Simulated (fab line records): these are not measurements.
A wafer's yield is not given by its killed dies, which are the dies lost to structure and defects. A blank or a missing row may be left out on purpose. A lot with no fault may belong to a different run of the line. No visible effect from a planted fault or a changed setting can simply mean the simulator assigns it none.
Lot-split experiment + flow rit_cmos + route with 202 steps; 5 lots, 23 wafers read

THE SPLIT ITSELF
At RIT_PWELL_SOFTBAKE_02 (time 60 s), the setting temp_c was moved away from the recipe's 90 C on 8 of the 23 wafers read, by -3.4% to +1.3%. All remaining wafers had this setting at the recipe value.

FROM THE SPLIT TO THE READING: what the file shows between them, 2 steps
- RIT_PWELL_EXPOSE_03: exposes mask M3, target cd 43700 nm
- RIT_PWELL_PEB_04

THE READING
NOVOLAK_of_PWELL_COAT_01.thk_nm (the simulator's own value, which no gauge read), in nm, at RIT_PWELL_DEVELOP_05 (develop time 68 s). The file gives no usual value for it. Across the 15 wafers here that went through the recipe, the average is 1301 nm and the standard deviation 3.8 nm.

| wafer  | tool, chamber at the split | temp_c as run, C | against the recipe | NOVOLAK_of_PWELL_COAT_01.thk_nm, nm | against lot-mates on the recipe |
|--------|----------------------------|------------------|--------------------|-------------------------------------|---------------------------------|
| L074.1 | litho_track-03, 0          | 90               | recipe             | 1306                                | -                               |
| L074.2 | litho_track-03, 0          | 90               | recipe             | 1306                                | -                               |
| L074.5 | litho_track-03, 0          | 90               | recipe             | 1306                                | -                               |
| L074.4 | litho_track-03, 0          | 90               | recipe             | 1304                                | -                               |
| L074.6 | litho_track-03, 0          | 90               | recipe             | 1302                                | -                               |
| L078.1 | litho_track-04, 0          | 90               | recipe             | 1302                                | -                               |
| L078.2 | litho_track-04, 0          | 90               | recipe             | 1302                                | -                               |
| L078.3 | litho_track-04, 0          | 91.14            | +1.3%              | 1301                                | -2                              |
| L078.4 | litho_track-04, 0          | 90               | recipe             | 1304                                | -                               |
| L078.5 | litho_track-04, 0          | 91.14            | +1.3%              | 1295                                | -8                              |
| L081.4 | litho_track-04, 0          | 90               | recipe             | 1299                                | -                               |
| L081.5 | litho_track-04, 0          | 90               | recipe             | 1297                                | -                               |
| L081.6 | litho_track-04, 0          | 90               | recipe             | 1296                                | -                               |
| L082.1 | litho_track-03, 0          | 90               | recipe             | 1294                                | -                               |
| L082.3 | litho_track-03, 0          | 86.93            | -3.4%              | 1312                                | +16                             |
| L082.4 | litho_track-03, 0          | 86.93            | -3.4%              | 1310                                | +14                             |
| L082.5 | litho_track-03, 0          | 90               | recipe             | 1297                                | -                               |
| L082.6 | litho_track-03, 0          | 86.93            | -3.4%              | 1308                                | +12                             |
| L083.1 | litho_track-03, 0          | 90               | recipe             | 1300                                | -                               |
| L083.2 | litho_track-03, 0          | 88.6             | -1.6%              | 1306                                | +7                              |
| L083.4 | litho_track-03, 0          | 88.6             | -1.6%              | 1306                                | +7                              |
| L083.3 | litho_track-03, 0          | 88.6             | -1.6%              | 1300                                | +1                              |
| L083.5 | litho_track-03, 0          | 90               | recipe             | 1298                                | -                               |

THE FIT
A straight line over all 23 wafers: NOVOLAK_of_PWELL_COAT_01.thk_nm changes by -2.55 nm for each +1% of temp_c; r = -0.70; the points scatter about the line by 3.6 nm.
The same after taking each lot's own level away (the mean of its wafers on the recipe; 23 wafers): -4.06 nm for each +1%; r = -0.94; scatter 2 nm.
Per that fit: largest temp_c move, reading shift of 14 nm.
The span of the lots' own levels, 1295.5 to 1304.8 nm, comes to 2.5 times the standard deviation stated above.
So the lot-to-lot level blurs the effect unless lot-mates are compared.
Check: for one of the wafers moved furthest among these (-3.4%), held out of the fit, the line's prediction against its lot-mates is +12.9 nm. Against them it came out at +16.5 nm.

ADDITIONAL SPLITS CARRIED BY THESE WAFERS
Note: prior to the reading, these wafers also went through further splits. Each is held against what the fit with the lots' levels taken away leaves over:
| other split on the same wafers  | wafers away from the commonest value | r with NOVOLAK_of_PWELL_COAT_01.thk_nm (lot level and that fit taken away) |
|---------------------------------|--------------------------------------|----------------------------------------------------------------------------|
| RIT_ACTIVE_CVD_03 time_s        | 13                                   | +0.13                                                                      |
| RIT_ACTIVE_CLEAN_15 time_s      | 13                                   | -0.09                                                                      |
| RIT_FOX2_OXIDATION_00 temp_c    | 10                                   | +0.17                                                                      |
| RIT_NWELL_COAT_01 resist_thk_nm | 7                                    | -0.28                                                                      |
| RIT_NWELL_IMPLANT_08 dose_cm2   | 9                                    | -0.28                                                                      |

THE FILE'S OWN FIT
NOVOLAK_of_PWELL_COAT_01.thk_nm changes by -3.86 nm for each +1% of temp_c, r = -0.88.
